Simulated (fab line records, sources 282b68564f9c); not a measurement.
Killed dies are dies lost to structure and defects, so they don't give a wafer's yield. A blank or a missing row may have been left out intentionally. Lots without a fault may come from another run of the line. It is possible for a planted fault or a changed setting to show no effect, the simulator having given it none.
A struck lot beside a sound one    flow ritCmos    44 steps out of a route of 202
Sound: wafers L165.1, L165.5, L165.6. Wafers struck: L176.1, L176.3, L176.5. The cause comes at the end.
For every step that has rows: the tool of each side, followed by ch and its chambers, followed by its first start. Under that, the readings that differ: sound wafers    struck wafers    difference of the means    sigmas: that difference in standard deviations of wafers without a fault.
alike: readings with means less than 2 such deviations apart, plus words and numbers identical on both sides. not compared: withheld readings, readings lacking a value on some wafer, bounds such as >300 that could conceal the same value, and numbers that have no deviation in the record and whose values overlap.
Wherever a step has rows on one side only, a row that says differs or no value, or a row with sigmas, the two part there. Numbers that don't overlap but have no deviation are shown without sigmas and don't part them. Lack of a reading on every wafer of one side parts them only where that side has two or more wafers.

first, 4 steps without rows for these wafers: RIT_PLDD_SOFTBAKE_02 (time 60 s); RIT_PLDD_EXPOSE_03 (exposes mask M8, target cd 40900 nm); RIT_PLDD_PEB_04; RIT_PLDD_DEVELOP_05 (develop time 50 s).
RIT_PLDD_OVL_MEAS_06:
  sound: overlay-02 at day 4 01:34; struck: overlay-01 at day 6 09:21
  alike: PLDD_OVL
then, 2 steps without rows for these wafers: RIT_PLDD_HARDBAKE_07 (time 60 s); RIT_PLDD_IMPLANT_08.
RIT_PLDD_STRIP_09: strips in O2, time 180 s.
  sound on plasmaAsher-04 ch 0,1, day 4 01:54; struck on plasmaAsher-02 ch 1, day 6 09:41
  alike: drypumpMotorCurrentA
  not compared: rfHoursCounterH
RIT_PLDD_TW_MEAS_10:
  sound: filmMetro-03 at day 4 02:04; struck: filmMetro-02 at day 6 09:52
reading  sound           struck          difference  sigmas
PLDD_TW  2361 2365 2361  2397 2395 2394  +33         +3
then, 3 steps without rows for these wafers: RIT_SPACER_CLEAN_00 (cleans in SC1, time 600 s); RIT_SPACER_CLEAN_01 (cleans in dHF, time 29.24 s); RIT_SPACER_CLEAN_02 (cleans in SC2, time 600 s).
RIT_SPACER_CVD_03: deposits Si3N4 from SiH2Cl2/NH3, target thk 250 nm, time 3300 s.
  sound on lpcvd-02 ch 1, day 4 02:31; struck on lpcvd-02 ch 0, day 6 10:18
reading                                  sound              struck             difference  sigmas
pressureMtorr (mTorr)                    300.7 299.9 299.8  240.7 240.6 241.3  -59.3       -90
model.Si3N4_of_SPACER_CVD_03.thkNm (nm)  250.6 252.6 253.1  233.5 234.4 237.2  -17.1       
RIT_SPACER_THK_MEAS_04:
  sound: filmMetro-02 at day 4 04:26; struck: filmMetro-02 at day 6 13:10
reading                  sound              struck             difference  sigmas
SPACER_NITRIDE_THK (nm)  250.6 252.7 253.2  233.4 234.3 237.0  -17.3       -8
RIT_SPACER_ETCHBACK_05: etches Si3N4 in SF6/CHF3, stops on SiO2, target depth 250 nm, time 240 s.
  sound on rieDiel-04 ch 1,2,3, day 4 04:30; struck on rieDiel-02 ch 0,1,3, day 6 13:14
reading                  sound              struck             difference  sigmas
model.etch.depthNm (nm)  250.6 252.6 253.1  233.5 234.4 237.2  -17.1       
  alike: drypumpMotorCurrentA, oesProductAu, throttleValvePct
  not compared: rfHoursCounterH
then, 6 steps without rows for these wafers: RIT_NSD_HMDS_00 (prime time 60 s); RIT_NSD_COAT_01 (resist thk 1000 nm); RIT_NSD_SOFTBAKE_02 (time 60 s); RIT_NSD_EXPOSE_03 (exposes mask M9, target cd 40700 nm); RIT_NSD_PEB_04; RIT_NSD_DEVELOP_05 (develop time 50 s).
RIT_NSD_OVL_MEAS_06:
  sound: overlay-01 at day 4 05:30; struck: overlay-01 at day 6 14:14
  alike: NSD_OVL
then, 2 steps without rows for these wafers: RIT_NSD_HARDBAKE_07 (time 60 s); RIT_NSD_IMPLANT_08.
RIT_NSD_STRIP_09: strips in O2, time 180 s.
  sound on plasmaAsher-03 ch 0,1, day 4 05:50; struck on plasmaAsher-04 ch 0,1, day 6 14:34
  alike: drypumpMotorCurrentA
  not compared: rfHoursCounterH
RIT_NSD_TW_MEAS_10:
  sound: filmMetro-02 at day 4 06:01; struck: filmMetro-02 at day 6 14:44
  alike: NSD_TW
then, 6 steps without rows for these wafers: RIT_PSD_HMDS_00 (prime time 60 s); RIT_PSD_COAT_01 (resist thk 1000 nm); RIT_PSD_SOFTBAKE_02 (time 60 s); RIT_PSD_EXPOSE_03 (exposes mask M10, target cd 40900 nm); RIT_PSD_PEB_04; RIT_PSD_DEVELOP_05 (develop time 50 s).
RIT_PSD_OVL_MEAS_06:
  sound: overlay-01 at day 4 07:02; struck: overlay-01 at day 6 15:48
  alike: PSD_OVL
then, 2 steps without rows for these wafers: RIT_PSD_HARDBAKE_07 (time 60 s); RIT_PSD_IMPLANT_08.
RIT_PSD_STRIP_09: strips in O2, time 180 s.
  sound on plasmaAsher-03 ch 0,1, day 4 07:23; struck on plasmaAsher-02 ch 0, day 6 16:08
  alike: drypumpMotorCurrentA
  not compared: rfHoursCounterH
RIT_PSD_TW_MEAS_10:
  sound: filmMetro-03 at day 4 07:33; struck: filmMetro-04 at day 6 16:19
reading  sound           struck          difference  sigmas
PSD_TW   3457 3464 3457  3508 3504 3517  +50         +3
then, 3 steps without rows for these wafers: RIT_SDANNEAL_CLEAN_00 (cleans in SC1, time 600 s); RIT_SDANNEAL_CLEAN_01 (cleans in dHF, time 30 s); RIT_SDANNEAL_CLEAN_02 (cleans in SC2, time 600 s).
RIT_SDANNEAL_RTA_03: time 5 s.
  sound on rtpAnneal-01 ch 0, day 4 07:59; struck on rtpAnneal-02 ch 0, day 6 16:44
  alike: wafer_temp_C_max
RIT_SDANNEAL_RS_MEAS_04: a four-point-probe measurement.
  sound: filmMetro-04 at day 4 08:02; struck: filmMetro-02 at day 6 16:48
  alike: PSD_RS
RIT_SILICIDE_WET_ETCH_00: etches SiO2 in BOE, target depth 14 nm, time 15 s.
  sound on wetBench-04 ch 1, day 4 08:31; struck on wetBench-04 ch 1, day 6 17:17
reading                                  sound            struck             difference  sigmas
model.Si3N4_of_SPACER_CVD_03.thkNm (nm)  197 196.4 196.3  181.9 181.6 183.1  -14.4       
RIT_M1_PROBE_99:
  sound: prober-02 at day 4 15:34; struck: prober-01 at day 7 00:21
reading                             sound              struck             difference  sigmas
model.etest.nmos_0p15.rOnOhmUm      1056 1099 1108     1114 1148 1163     +54         
model.etest.pplusSal.widthNm (nm)   3417 3437 3420     3473 3505 3501     +68         
model.etest.nplusSal.widthNm (nm)   3430 3430 3420     3461 3480 3484     +48         
model.etest.nwellPinched.rsOhmSq    334.3 338 338.1    347.2 349.1 349.5  +11.8       
model.etest.diodeNplusComb.cjFfUm2  2.583 2.624 2.628  2.683 2.691 2.705  +0.081      
  alike: killedAtFrontEnd, killedDies, killedOpen, killedShort
  not compared: model.etest.pwellPinched.rsOhmSq, model.etest.nmos_0p15.toxInvNm

== WHERE THEY PART ==
First at RIT_PLDD_TW_MEAS_10; last, within this record, at RIT_PSD_TW_MEAS_10. Later steps at which nothing parts them and some readings are alike: RIT_SDANNEAL_RTA_03, RIT_SDANNEAL_RS_MEAS_04, RIT_M1_PROBE_99.

WHY: what had been put in by the simulator
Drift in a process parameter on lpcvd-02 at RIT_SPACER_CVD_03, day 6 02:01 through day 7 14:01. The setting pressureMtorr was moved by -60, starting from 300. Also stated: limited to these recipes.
